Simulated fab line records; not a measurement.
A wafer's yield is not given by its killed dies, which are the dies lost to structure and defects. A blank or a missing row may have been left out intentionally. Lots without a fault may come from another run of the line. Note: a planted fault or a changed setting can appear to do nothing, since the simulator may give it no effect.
Code-filled problem report in 8D (eight disciplines) form / flow rit_cmos / the parts of the form that need people (team, actions taken, sign-off) are left out

## 1. WHAT WENT WRONG
RIT_PRETRO_STRIP_09, run_length_s: mean 27.3 s on 3 wafers (1 lot); fault-free wafers 208.1 s, standard deviation 0.39. So: -99 or more standard deviations from the usual mean.
The step: strips in O2, time 180 s.
First observed at day 5 10:16: wafer L876.1, on plasma_asher-04. The record has a number at this step for 39 wafers belonging to 13 lots. Rule for "out" (also "out of limits"): further than 4 standard deviations from the usual mean. All remaining wafers that have a number are taken as sound.

## 2. WHAT THIS IS AND IS NOT
question=which readings at this step | is=run_length_s | is not=drypump_motor_current_A
question=which lots | is=L876 | is not=L861, L863, L864, L865, L866, L867, L869, L871, L873, L880, L882, L883
question=which wafers of those lots | is=all that have a number | is not=-
question=read on which tools | is=plasma_asher-04 | is not=plasma_asher-01, plasma_asher-03
question=when | is=from day 5 10:16 | is not=up to then (27 sound wafers); but 9 sound wafers of L880, L882, L883 came after

## 3. WHAT RULES OUT EACH SUSPECT
Counting: any tool at a process step up to the reading is kept as a suspect provided that every lot that is out went through it and no sound lot did after the first of them.
- plasma_asher-04 at RIT_PRETRO_STRIP_09 (strips in O2, time 180 s): kept. It ran the lot that is out, L876 (day 5 10:16), and no sound lot after that; its last sound lot up to then is L869 (day 3 23:41). Its own run_length_s readings are out on those wafers.
Remaining after the count: plasma_asher-04 at RIT_PRETRO_STRIP_09.

## 4. THE CAUSE (what the simulator had put in)
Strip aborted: plasma_asher-04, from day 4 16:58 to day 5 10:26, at RIT_PRETRO_STRIP_09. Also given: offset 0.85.
After counting, this tool was the only one left.

## 5. SEQUENCE OF EFFECTS, ordered by route
Rows list readings where the struck wafers' mean (over those with a number) sits beyond 3 standard deviations from the usual. Readings are gone through only where the record gives a usual standard deviation; hours: the median, over the lots, of the time from a lot's start at the first step in this table giving one to that lot's start at this step; sigmas: the change measured in usual standard deviations.
hours=0; step=RIT_PRETRO_STRIP_09; reading=run_length_s; usual=208.1 s; on struck wafers=27.3; change=-180.8; sigmas=-99 or more
Here are the process steps it includes:
- RIT_PRETRO_STRIP_09: strips in O2, time 180 s.

## 6. HOW IT WOULD HAVE BEEN CAUGHT EARLIER
The fault began at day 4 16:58; the first out-of-limits reading in this record came at day 5 10:16, 17 hours later.
